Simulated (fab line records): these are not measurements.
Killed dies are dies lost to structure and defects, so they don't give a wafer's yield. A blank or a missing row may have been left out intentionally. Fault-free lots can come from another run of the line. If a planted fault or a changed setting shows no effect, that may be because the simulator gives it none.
Which tool did it?    flow rit_cmos    39 wafers from 13 lots sampled at 2 of the route's 202 steps

== WHAT THE GAUGES READ, wafer by wafer ==
RIT_GATE_THK_MEAS_09. Usual: for GATE_POLY_THK the level is 249.4 nm and the standard deviation is 2.6.
lot   measured     on             GATE_POLY_THK (nm)                   flag
L658  day 2 14:56  film_metro-01  247.4 246.1 246.7                    
L659  day 2 22:16  film_metro-02  249.0 247.7 246.6                    
L660  day 3 01:23  film_metro-03  248.4 247.7 248.8                    
L662  day 3 11:22  film_metro-02  248.8 250.1 251.0                    
L663  day 3 16:45  film_metro-01  247.6 247.1 247.5                    
L664  day 3 19:46  film_metro-02  250.3 248.2 248.7                    
L665  day 3 23:34  film_metro-01  249.0 248.8 250.3                    
L667  day 4 09:53  film_metro-01  249.2 249.9 248.8                    
L670  day 5 05:20  film_metro-01  251.7 253.6 252.3                    
L671  day 5 06:56  film_metro-01  244.1 243.1 245.7                    
L674  day 5 23:00  film_metro-01  248.9 250.1 251.1                    
L678  day 6 21:00  film_metro-02  165.9 168.0 167.0 165.9 168.2 167.1  OFF
L681  day 7 08:23  film_metro-02  251.9 252.3 250.8                    

== TOOL THAT RAN EACH LOT (tool first, then ch and the chambers of the sampled wafers, then the start) ==
lot   RIT_GATE_CVD_08
L658  lpcvd-01 ch 1, day 2 13:19
L659  lpcvd-01 ch 1, day 2 20:38
L660  lpcvd-01 ch 0, day 2 23:45
L662  lpcvd-01 ch 0, day 3 09:44
L663  lpcvd-01 ch 1, day 3 15:08
L664  lpcvd-02 ch 0, day 3 18:07
L665  lpcvd-01 ch 0, day 3 21:55
L667  lpcvd-02 ch 1, day 4 08:16
L670  lpcvd-01 ch 1, day 5 03:42
L671  lpcvd-01 ch 0, day 5 05:19
L674  lpcvd-01 ch 0, day 5 21:22
L678  lpcvd-02 ch 1, day 6 19:23
L681  lpcvd-01 ch 1, day 7 06:46
- RIT_GATE_CVD_08: deposits poly-Si from SiH4, target thk 250 nm, time 2220 s.

== WHAT THE TOOLS THEMSELVES READ (means of the sampled wafers that have a number; where no wafer has one, the mark that the record gives instead) ==
RIT_GATE_CVD_08. Usual: spike_tc_source_C at 630.3 C, with a standard deviation of 2.9.
lot   tool      spike_tc_source_C (C)  flag
L658  lpcvd-01  630.5                  
L659  lpcvd-01  629.9                  
L660  lpcvd-01  627.4                  
L662  lpcvd-01  627.2                  
L663  lpcvd-01  629.3                  
L664  lpcvd-02  630.7                  
L665  lpcvd-01  627.3                  
L667  lpcvd-02  634.4                  
L670  lpcvd-01  629.5                  
L671  lpcvd-01  627.5                  
L674  lpcvd-01  627.1                  
L678  lpcvd-02  633.7                  
L681  lpcvd-01  630.0                  

== THE ANSWER, worked out from the rows above alone ==
Rule: a lot counts as off when the mean over its wafers that have a number is more than 3 standard deviations away from the usual mean. Also off: a lot with no number at a reading for which 4 or more lots have one. Any other lot the step has rows for is counted as sound. First the gauges in route order, then the tools' own readings, where a lot's mean is used as printed above. At the first step where some lot is off, the reading lying furthest off is the one used; lots without a number count as furthest.
Off: at RIT_GATE_THK_MEAS_09 (GATE_POLY_THK), L678.
A tool fits if, at a process step before that reading, it ran every lot that is off, and no sound lot after the first of them. Those tools and the gauges at RIT_GATE_THK_MEAS_09 are tried in the same way. One fits: lpcvd-02 at RIT_GATE_CVD_08. Its last sound lot is L667 (day 4 08:16), its first lot that is off L678 (day 6 19:23): a fault that began between those two fits.

== WHAT THE SIMULATOR HAD INSERTED ==
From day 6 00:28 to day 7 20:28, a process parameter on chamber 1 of lpcvd-02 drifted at RIT_GATE_CVD_08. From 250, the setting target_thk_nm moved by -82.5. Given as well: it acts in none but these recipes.
Lots struck among those shown: L678. This agrees with what the rule above found.
